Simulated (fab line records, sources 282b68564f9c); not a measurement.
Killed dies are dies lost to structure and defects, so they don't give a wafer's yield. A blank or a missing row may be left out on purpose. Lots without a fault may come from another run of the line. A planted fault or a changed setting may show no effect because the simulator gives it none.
fab line records | flow rit_cmos
record lots=15 wafers=45 last_day=7
route steps=202 shown FOX2@24 PRETRO@73 GATE@95 M1@202
lots that met no fault: from a run of the same line without faults
start_h: hours from the record's first day to the start of the lot's first wafer shown | wait_h: hours since the lot's step before | " the same as in the row above | L1.1+2: a row that stands for several wafers | - no value, or no start given | * or withheld: withheld | < > ~ a bound
route shown NAME@n: a module of which the file shows steps, and the number in the route of the first | usual: mean/standard deviation of fault-free wafers | same: alike in all rows | chamber/n: place in a boat | sites: the reading at each site | _std_site: their standard deviation | _edge_site: outer sites' mean less inner sites' | radius_mm: how far each site lies from the wafer's centre | mask NAME#n: copy n | behind: the tool/chamber that last shaped the wafer | hold: why the lot was held/for how many hours/how that ended | device: the transistor (n, p or np) that didn't switch | end of line: the same wafers' tests at the end of the route | a step without rows: its recipe alone | killed: dies lost to structure and defects at the first sort, not the wafer's yield | map: a wafer's dies, x killed, . not, _ none there
set.NAME: the setting as run; set.NAME@STEP: as run at that earlier step | model.NAME: the simulator's own value behind a step, which no gauge read
steps of the route over a sample of lots; a table a step, a row a wafer
services: from which hour (start_h, from the record's first day; less than 0 if before it) a tool's chamber was out of use, for how many hours, and why
## steps
# step RIT_FOX2_THK_MEAS_01
# recipe reads=SiO2_of_FOX2_OXIDATION_00
# usual FOX2_OXIDE_THK=352/6.2
# columns lot.wafer tool chamber start_h wait_h FOX2_OXIDE_THK[nm]
L492.1 film_metro-02 - 18.77 0.0 353
L492.3 " - " " 356
L492.6 " - " " 353
L493.2 film_metro-03 - 26.48 0.0 351
L493.3 " - " " 343
L493.6 " - " " 357
L494.1 film_metro-02 - 32.12 0.0 357
L494.2 " - " " 357
L494.4 " - " " 362
L495.4 film_metro-04 - 40.34 0.0 353
L495.5 " - " " 358
L495.6 " - " " 358
L496.2 film_metro-04 - 46.07 0.0 344
L496.4 " - " " 346
L496.5 " - " " 336
L497.3 film_metro-04 - 51.07 0.0 352
L497.4 " - " " 350
L497.6 " - " " 348
L498.2 film_metro-03 - 54.65 0.0 357
L498.5 " - " " 352
L498.6 " - " " 358
L499.1 film_metro-03 - 60.20 0.0 353
L499.2 " - " " 357
L499.3 " - " " 353
L500.2 film_metro-04 - 62.24 0.0 355
L500.3 " - " " 352
L500.6 " - " " 352
L502.3 film_metro-02 - 77.80 0.0 352
L502.4 " - " " 350
L502.6 " - " " 352
L503.2 film_metro-02 - 80.59 0.0 364
L503.5 " - " " 356
L503.6 " - " " 359
L505.2 film_metro-02 - 89.64 0.0 342
L505.3 " - " " 347
L505.5 " - " " 345
L507.1 film_metro-04 - 97.11 0.0 340
L507.3 " - " " 340
L507.5 " - " " 339
L512.4 film_metro-03 - 119.55 0.0 352
L512.5 " - " " 358
L512.6 " - " " 357
L514.1 film_metro-04 - 130.34 0.0 351
L514.3 " - " " 346
L514.4 " - " " 351
# step RIT_PRETRO_STRIP_09
# recipe chemistry=O2 time_s=180 resist=NOVOLAK platen_temp_c=withheld power_w=500 pressure_mtorr=4000 o2_flow_sccm=4000
# usual drypump_motor_current_A=5.74/0.22
# columns lot.wafer tool chamber start_h wait_h drypump_motor_current_A rf_hours_counter_h
L492.1 plasma_asher-03 0 31.76 0.1 5.42 38
L492.3 " 1 " " 5.73 -
L492.6 " 0 " " 5.42 -
L493.2 plasma_asher-03 1 40.96 0.1 5.74 39
L493.3 " 0 " " 5.39 -
L493.6 " 1 " " 5.75 -
L494.1 plasma_asher-01 0 47.98 0.1 5.72 37
L494.2 " 1 " " 6.05 37
L494.4 " 1 " " 6.07 -
L495.4 plasma_asher-02 0 54.56 0.1 5.76 -
L495.5 " 0 " " 5.78 -
L495.6 " 1 " " 6.00 -
L496.2 plasma_asher-01 0 60.43 0.1 5.72 38
L496.4 " 1 " " 6.05 -
L496.5 " 1 " " 6.07 -
L497.3 plasma_asher-03 1 64.54 0.1 5.71 -
L497.4 " 0 " " 5.37 -
L497.6 " 1 " " 5.77 -
L498.2 plasma_asher-03 0 68.62 0.1 5.38 42
L498.5 " 0 " " 5.36 -
L498.6 " 1 " " 5.74 -
L499.1 plasma_asher-03 1 74.13 0.1 5.74 43
L499.2 " 0 " " 5.41 43
L499.3 " 1 " " 5.76 -
L500.2 plasma_asher-03 1 77.44 0.1 5.76 43
L500.3 " 1 " " 5.76 -
L500.6 " 1 " " 5.72 -
L502.3 plasma_asher-02 1 90.55 0.1 6.01 -
L502.4 " 0 " " 5.77 -
L502.6 " 0 " " 5.77 -
L503.2 plasma_asher-03 1 93.73 0.1 5.72 45
L503.5 " 0 " " 5.38 -
L503.6 " 1 " " 5.72 -
L505.2 plasma_asher-03 0 103.14 0.1 5.37 46
L505.3 " 1 " " 5.75 -
L505.5 " 1 " " 5.75 -
L507.1 plasma_asher-02 0 110.39 0.1 5.77 32
L507.3 " 1 " " 5.99 -
L507.5 " 0 " " 5.78 -
L512.4 plasma_asher-03 1 133.08 0.1 5.77 -
L512.5 " 0 " " 5.39 -
L512.6 " 1 " " 5.77 -
L514.1 plasma_asher-03 1 143.28 0.1 5.72 3
L514.3 " 0 " " 5.41 -
L514.4 " 1 " " 5.75 -
# step RIT_PRETRO_TW_MEAS_10
# usual PRETRO_TW=475/3.1
# columns lot.wafer tool chamber start_h wait_h PRETRO_TW
L492.1 film_metro-04 - 31.94 0.1 475
L492.3 " - " " 480
L492.6 " - " " 477
L493.2 film_metro-04 - 41.15 0.1 477
L493.3 " - " " 479
L493.6 " - " " 477
L494.1 film_metro-01 - 48.15 0.1 471
L494.2 " - " " 471
L494.4 " - " " 471
L495.4 film_metro-04 - 54.71 0.1 480
L495.5 " - " " 479
L495.6 " - " " 478
L496.2 film_metro-02 - 60.62 0.1 477
L496.4 " - " " 477
L496.5 " - " " 480
L497.3 film_metro-01 - 64.67 0.1 471
L497.4 " - " " 471
L497.6 " - " " 470
L498.2 film_metro-02 - 68.80 0.1 476
L498.5 " - " " 477
L498.6 " - " " 477
L499.1 film_metro-01 - 74.31 0.1 470
L499.2 " - " " 470
L499.3 " - " " 471
L500.2 film_metro-04 - 77.63 0.1 475
L500.3 " - " " 476
L500.6 " - " " 480
L502.3 film_metro-01 - 90.68 0.1 472
L502.4 " - " " 469
L502.6 " - " " 473
L503.2 film_metro-02 - 93.92 0.1 473
L503.5 " - " " 476
L503.6 " - " " 476
L505.2 film_metro-04 - 103.32 0.1 477
L505.3 " - " " 475
L505.5 " - " " 474
L507.1 film_metro-01 - 110.56 0.1 473
L507.3 " - " " 474
L507.5 " - " " 474
L512.4 film_metro-04 - 133.22 0.1 475
L512.5 " - " " 477
L512.6 " - " " 476
L514.1 film_metro-01 - 143.45 0.1 472
L514.3 " - " " 471
L514.4 " - " " 472
# step RIT_GATE_ETCH_19
# recipe chemistry=SF6/CHF3/O2 time_s=165 SF6_flow_sccm=30 CHF3_flow_sccm=30 O2_flow_sccm=5 target=poly-Si pressure_mtorr=40 rf_w=160 target_depth_a=3125 over_etch_frac=0.25 stop_on=SiO2
# usual SF6_flow_sccm=30.01/0.095 drypump_motor_current_A=5.6/0.34 oes_product_au=0.847/0.013 rf_fwd_power_W=159.2/0.52 throttle_valve_pct=10.26/0.16
# columns lot.wafer tool chamber start_h wait_h SF6_flow_sccm drypump_motor_current_A oes_product_au rf_fwd_power_W rf_hours_counter_h throttle_valve_pct
L492.1 rie_si-01 3 44.26 0.1 30.10 5.4 0.840 158.6 47 10.09
L492.3 " 0 " " 29.95 5.7 0.855 159.2 161 10.00
L492.6 " 1 " " 30.12 5.6 0.867 160.5 - 10.31
L493.2 rie_si-02 3 49.46 0.1 30.09 6.0 0.849 159.0 110 10.52
L493.3 " 2 " " 30.02 6.0 0.841 158.6 35 10.28
L493.6 " 3 " " 30.04 6.0 0.853 159.0 - 10.52
L494.1 rie_si-01 2 57.26 0.1 29.89 5.8 0.863 159.0 103 10.29
L494.2 " 1 " " 30.05 5.6 0.863 160.1 20 10.33
L494.4 " 3 " " 30.09 5.4 0.837 160.0 47 10.08
L495.4 rie_si-02 0 60.59 0.1 29.89 5.0 0.842 159.2 44 10.41
L495.5 " 3 " " 30.20 6.1 0.861 158.9 - 10.51
L495.6 " 0 " " 29.97 5.0 0.848 159.4 - 10.44
L496.2 rie_si-01 2 69.09 0.1 29.67 5.8 0.860 159.2 103 10.30
L496.4 " 3 " " 29.99 5.4 0.837 159.0 - 10.11
L496.5 " 2 " " 29.88 5.8 0.865 159.9 - 10.32
L497.3 rie_si-02 3 75.48 0.1 30.15 6.1 0.858 160.2 110 10.50
L497.4 " 1 " " 29.90 5.2 0.838 159.4 7 10.20
L497.6 " 3 " " 30.00 6.0 0.847 159.6 - 10.52
L498.2 rie_si-01 1 80.73 0.1 29.75 5.6 0.863 159.2 20 10.32
L498.5 " 1 " " 29.91 5.6 0.862 159.3 - 10.31
L498.6 " 2 " " 29.96 5.8 0.868 159.6 - 10.29
L499.1 rie_si-02 2 84.08 0.1 30.02 6.0 0.842 158.8 36 10.29
L499.2 " 0 " " 29.95 5.0 0.854 159.6 45 10.42
L499.3 " 1 " " 30.02 5.2 0.842 159.8 7 10.19
L500.2 rie_si-01 3 84.70 0.1 29.97 5.4 0.846 159.0 47 10.09
L500.3 " 2 " " 30.01 5.8 0.864 159.2 103 10.28
L500.6 " 3 " " 29.92 5.4 0.846 159.3 - 10.08
L502.3 rie_si-01 1 97.68 0.1 30.10 5.6 0.867 159.2 20 10.31
L502.4 " 0 " " 30.04 5.7 0.826 159.7 0 9.99
L502.6 " 2 " " 29.82 5.8 0.865 158.8 - 10.30
L503.2 rie_si-02 3 100.63 0.1 29.89 6.0 0.678 159.3 111 10.51
L503.5 " 1 " " 30.12 5.2 0.665 159.0 - 10.18
L503.6 " 0 " " 29.96 5.0 0.680 160.0 - 10.42
L505.2 rie_si-02 3 110.55 0.1 30.11 6.0 0.679 159.2 111 10.49
L505.3 " 0 " " 29.97 5.0 0.664 159.8 45 10.41
L505.5 " 2 " " 29.98 6.0 0.664 158.8 - 10.27
L507.1 rie_si-02 3 118.33 0.1 30.04 6.0 0.677 159.3 111 10.51
L507.3 " 0 " " 30.03 5.0 0.671 159.3 45 10.43
L507.5 " 2 " " 30.06 5.9 0.665 158.6 - 10.28
L512.4 rie_si-01 2 140.39 0.1 30.22 5.8 0.868 160.3 104 10.29
L512.5 " 0 " " 30.05 5.7 0.837 159.8 - 9.97
L512.6 " 3 " " 29.90 5.4 0.841 158.5 - 10.09
L514.1 rie_si-01 3 152.31 0.1 30.13 5.4 0.840 160.0 48 10.07
L514.3 " 2 " " 29.98 5.8 0.860 159.0 104 10.28
L514.4 " 1 " " 30.21 5.5 0.863 158.8 21 10.31
# step RIT_M1_PROBE_99
# usual killed_at_contacts=0.1/0.37 killed_at_front_end=6.9/2.9 killed_dies=7.1/2.9 killed_on_rim=1.9/1.4 killed_open=3.3/1.8 killed_short=3.6/2.2
# same gross_dies=264 killed_at_M0_to_M3=0 killed_at_M4_up=0 killed_at_back_side=0 killed_at_other=0
# columns lot.wafer tool chamber start_h wait_h hold killed_at_contacts killed_at_front_end killed_dies killed_on_rim killed_open killed_short
L494.1 prober-01 - 77.51 0.1 - 0 6 6 0 4 2
L494.2 prober-01 - 77.56 0.1 - 0 8 8 1 4 4
L494.4 prober-01 - 77.66 0.2 - 0 4 4 0 3 1
L496.2 prober-01 - 92.95 0.1 - 0 8 8 3 2 6
L496.4 prober-01 - 93.05 0.2 - 0 3 3 0 2 1
L496.5 prober-01 - 93.10 0.2 - 0 5 5 1 2 3
L497.3 prober-02 - 98.75 0.2 - 0 7 7 2 2 5
L497.4 prober-02 - 98.80 0.2 - 0 7 7 1 2 5
L497.6 prober-02 - 98.90 0.2 - 0 2 2 1 1 1
L503.2 prober-02 - 122.74 0.1 await_dispo/10.3h/scrap 0 264 264 70 2 2
L503.5 prober-02 - 122.89 0.2 await_dispo/10.3h/scrap 0 264 264 70 1 1
L503.6 prober-02 - 122.94 0.2 await_dispo/10.3h/scrap 0 264 264 70 5 2
L505.2 prober-02 - 132.02 0.1 await_dispo/2.2h/scrap 0 264 264 70 4 7
L505.3 prober-02 - 132.07 0.2 await_dispo/2.2h/scrap 0 264 264 70 3 2
L505.5 prober-02 - 132.17 0.2 await_dispo/2.2h/scrap 0 264 264 70 3 4
L507.1 prober-02 - 138.84 0.1 await_dispo/3.2h/scrap 0 264 264 70 5 5
L507.3 prober-02 - 138.94 0.2 await_dispo/3.2h/scrap 0 264 264 70 1 2
L507.5 prober-02 - 139.04 0.2 await_dispo/3.2h/scrap 0 264 264 70 5 0
# killed by level:class
L494.1 GATE:geometric_particle:open=2 REOX:geometric_particle:short=1 SPACER:geometric_particle:short=1 SPACER:geometric_particle:open=1 SILICIDE:geometric_particle:open=1
L494.2 REOX:geometric_particle:short=3 GATE:geometric_particle:open=1 FOX2:geometric_particle:open=1 GATE:geometric_particle:short=1 SPACER:geometric_particle:open=1 SILICIDE:geometric_particle:open=1
L494.4 REOX:geometric_particle:open=2 GATE:geometric_particle:short=1 SILICIDE:geometric_particle:open=1
L496.2 GATE:geometric_particle:short=4 GATE:geometric_particle:open=2 FOX2:geometric_particle:short=1 SPACER:geometric_particle:short=1
L496.4 FOX1:geometric_particle:short=1 GATE:geometric_particle:open=1 REOX:geometric_particle:open=1
L496.5 GATE:geometric_particle:short=3 FOX1:geometric_particle:open=1 REOX:geometric_particle:open=1
L497.3 GATE:geometric_particle:short=2 FOX1:geometric_particle:short=1 FOX2:geometric_particle:open=1 REOX:geometric_particle:short=1 REOX:geometric_particle:open=1 SPACER:geometric_particle:short=1
L497.4 GATE:geometric_particle:short=2 REOX:geometric_particle:short=2 GATE:geometric_particle:open=1 REOX:geometric_particle:open=1 SILICIDE:geometric_particle:short=1
L497.6 FOX1:geometric_particle:short=1 REOX:geometric_particle:open=1
L503.2 GATE:area_etch=260 FOX2:geometric_particle:open=1 FOX2:geometric_particle:short=1 GATE:geometric_particle:short=1 SPACER:geometric_particle:open=1
L503.5 GATE:area_etch=262 FOX1:geometric_particle:open=1 SPACER:geometric_particle:short=1
L503.6 GATE:area_etch=257 GATE:geometric_particle:open=4 GATE:geometric_particle:short=1 REOX:geometric_particle:short=1 REOX:geometric_particle:open=1
L505.2 GATE:area_etch=253 FOX1:geometric_particle:short=3 GATE:geometric_particle:short=2 SILICIDE:geometric_particle:short=2 FOX1:geometric_particle:open=1 FOX2:geometric_particle:open=1 GATE:geometric_particle:open=1 SILICIDE:geometric_particle:open=1
L505.3 GATE:area_etch=259 SPACER:geometric_particle:open=2 GATE:geometric_particle:short=1 REOX:geometric_particle:short=1 REOX:geometric_particle:open=1
L505.5 GATE:area_etch=257 GATE:geometric_particle:short=2 SPACER:geometric_particle:open=2 GATE:geometric_particle:open=1 REOX:geometric_particle:short=1 SILICIDE:geometric_particle:short=1
L507.1 GATE:area_etch=254 GATE:geometric_particle:open=4 GATE:geometric_particle:short=4 FOX1:geometric_particle:open=1 SILICIDE:geometric_particle:short=1
L507.3 GATE:area_etch=261 REOX:geometric_particle:short=1 SILICIDE:geometric_particle:short=1 SILICIDE:geometric_particle:open=1
L507.5 GATE:area_etch=259 FOX1:geometric_particle:open=2 GATE:geometric_particle:open=1 REOX:geometric_particle:open=1 SPACER:geometric_particle:open=1
## services
# columns tool chamber start_h hours kind
plasma_asher-01 - 31.07 15.6 pm
plasma_asher-02 - 58.08 9.8 repair
rie_si-01 0 59.94 - clean
rie_si-01 0 59.94 16.2 scheduled_down
rie_si-01 0 59.94 16.2 vent_cycle
plasma_asher-02 - 67.84 9.9 pm
rie_si-01 3 100.28 9.3 repair
plasma_asher-03 - 108.75 9.0 pm
plasma_asher-03 0 108.75 9.0 vent_cycle
plasma_asher-03 1 108.75 9.0 vent_cycle
plasma_asher-03 0 117.75 - clean
plasma_asher-03 1 117.75 - clean
## key
first_sign step=RIT_GATE_ETCH_19 reading=oes_product_au direction=down sigmas=14 usual=0.847 struck=0.671
effect step=RIT_M1_PROBE_99 reading=killed_at_front_end direction=up sigmas=90 usual=6.9 struck=264
more_kills_born_at RIT_GATE_ETCH_19@rie_si-02=2322
met_at RIT_GATE_ETCH_19
struck_lots L503,L505,L507
later_rows_left_out L503.2,L503.5,L503.6,L505.2,L505.3,L505.5,L507.1,L507.3,L507.5
tester_left_out L503,L505,L507
not_acting_at RIT_FOX2_THK_MEAS_01,RIT_PRETRO_STRIP_09,RIT_PRETRO_TW_MEAS_10
onset_between 84.08 100.63
fault kind=process_parameter_drift tool=rie_si-02 chamber=- onset_h=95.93 steps=RIT_GATE_ETCH_19 channel=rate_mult offset=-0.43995 shape=step end_h=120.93
# tester_left_out: of these lots the tester's yield and bins aren't shown, on N5 and GAA mostly nor the transistor test; their killed dies are dies lost to structure and defects alone, not to doping, threshold or leakage, so they don't give the yield
# later_rows_left_out: the simulator's readings of these wafers behind a module that went badly wrong aren't trusted and aren't shown, but for the sort
